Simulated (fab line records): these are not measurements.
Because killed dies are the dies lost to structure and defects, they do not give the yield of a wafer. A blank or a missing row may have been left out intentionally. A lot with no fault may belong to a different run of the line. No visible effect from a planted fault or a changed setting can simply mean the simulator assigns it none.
Split-lot experiment | flow rit cmos | 23 wafers read across 5 lots, on a route 202 steps long

## SPLIT DETAILS
At RIT_ACTIVE_EXPOSE_08 (exposes mask M1, target cd 1400 nm), the setting dose mj was moved away from the recipe's 225 on 6 of the 23 wafers read, by -4.4% to +2.1%. For the rest of the wafers, this setting stayed at what the recipe calls for.

## FROM THE SPLIT TO THE READING: what the file shows between them, 6 steps
- RIT_ACTIVE_PEB_09
- RIT_ACTIVE_DEVELOP_10: develop time 48.2 s
- RIT_ACTIVE_CD_MEAS_11: target cd 1400 nm
- RIT_ACTIVE_HARDBAKE_12: time 60 s (also split here: temp c)
- RIT_ACTIVE_ETCH_13: etches Si3N4 in SF6, stops on SiO2, time 210 s, target depth 210 nm
- RIT_ACTIVE_STRIP_14: strips in O2, time 180 s

## THE READING
cd nm at RIT_ACTIVE_CD_MEAS_90, given in nm (cd target 1400 nm). On this fab line, fault-free wafers typically give 1401.4 nm with a standard deviation of 2.1 nm.

wafer  | tool, chamber at the split | dose mj as run | against the recipe | cd nm, nm | against lot-mates on the recipe
L076.1 | iline stepper-02, 0        | 229.7          | +2.1%              | 1396.4    | -7.3
L076.2 | iline stepper-02, 0        | 225            | recipe             | 1402.1    | -
L076.4 | iline stepper-02, 0        | 229.7          | +2.1%              | 1395.9    | -7.8
L076.5 | iline stepper-02, 0        | 225            | recipe             | 1404.2    | -
L076.6 | iline stepper-02, 0        | 225            | recipe             | 1404.7    | -
L077.2 | iline stepper-01, 0        | 225            | recipe             | 1397.1    | -
L077.3 | iline stepper-01, 0        | 225            | recipe             | 1399.2    | -
L077.4 | iline stepper-01, 0        | 225            | recipe             | 1398.2    | -
L077.5 | iline stepper-01, 0        | 225            | recipe             | 1398.9    | -
L077.6 | iline stepper-01, 0        | 225            | recipe             | 1395.8    | -
L079.1 | iline stepper-02, 0        | 225            | recipe             | 1400.5    | -
L079.3 | iline stepper-02, 0        | 220.1          | -2.2%              | 1407.0    | +7.0
L079.4 | iline stepper-02, 0        | 225            | recipe             | 1400.1    | -
L079.5 | iline stepper-02, 0        | 220.1          | -2.2%              | 1407.4    | +7.4
L079.6 | iline stepper-02, 0        | 225            | recipe             | 1399.4    | -
L084.1 | iline stepper-02, 0        | 225            | recipe             | 1401.5    | -
L084.4 | iline stepper-02, 0        | 225            | recipe             | 1400.3    | -
L084.5 | iline stepper-02, 0        | 225            | recipe             | 1399.2    | -
L085.1 | iline stepper-01, 0        | 215.2          | -4.4%              | 1415.1    | +12.3
L085.2 | iline stepper-01, 0        | 225            | recipe             | 1404.9    | -
L085.3 | iline stepper-01, 0        | 225            | recipe             | 1401.6    | -
L085.5 | iline stepper-01, 0        | 225            | recipe             | 1401.9    | -
L085.6 | iline stepper-01, 0        | 215.2          | -4.4%              | 1414.2    | +11.4

FIT RESULTS
A straight line over all 23 wafers: cd nm changes by -2.99 nm for each +1% of dose mj; r = -0.90; the points scatter about the line by 2.3 nm.
The same after taking each lot's own level away (the mean of its wafers on the recipe; 23 wafers): -2.98 nm for each +1%; r = -0.97; scatter 1.2 nm.
On that fit, the largest move of dose mj shifts the reading by 13 nm.
The lots' own levels span 1397.84 to 1403.67 nm, that is 2.8 times the standard deviation above.
Consequently the slope shifts little with the lot-to-lot level, the two slopes agreeing.
Check: for one of the wafers moved furthest among these (-4.4%), held out of the fit, the line's prediction against its lot-mates is +13.1 nm. It came out at +12.3 nm against them.

## OTHER SPLITS APPLIED TO THESE WAFERS
These wafers also went through other splits before the reading. Each is held against what the fit with the lots' levels taken away leaves over:
other split on the same wafers | wafers away from the commonest value | r with cd nm (lot level and that fit taken away)
RIT_ACTIVE_HARDBAKE_12 temp c  | 9                                    | +0.02

## THE WHOLE CHAIN: every reading that the file lists as answering this split, in the file's order
step                  | what it does                                                        | reading                                                       | change (the file's fit)              | r (the file's)
RIT_ACTIVE_DEVELOP_10 | develop time 48.2 s                                                 | ACTIVE.cd nm (the simulator's own value, which no gauge read) | -2.95 nm for each +1% of the setting | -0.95
RIT_ACTIVE_CD_MEAS_11 | target cd 1400 nm                                                   | cd nm                                                         | -2.97 nm for each +1% of the setting | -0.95
RIT_ACTIVE_ETCH_13    | etches Si3N4 in SF6, stops on SiO2, time 210 s, target depth 210 nm | ACTIVE.cd nm (the simulator's own value, which no gauge read) | -2.93 nm for each +1% of the setting | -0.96
RIT_ACTIVE_CD_MEAS_90 | target cd 1400 nm                                                   | cd nm                                                         | -2.95 nm for each +1% of the setting | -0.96

## THE FILE'S OWN FIT
cd nm changes by -2.95 nm for each +1% of dose mj, r = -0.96.
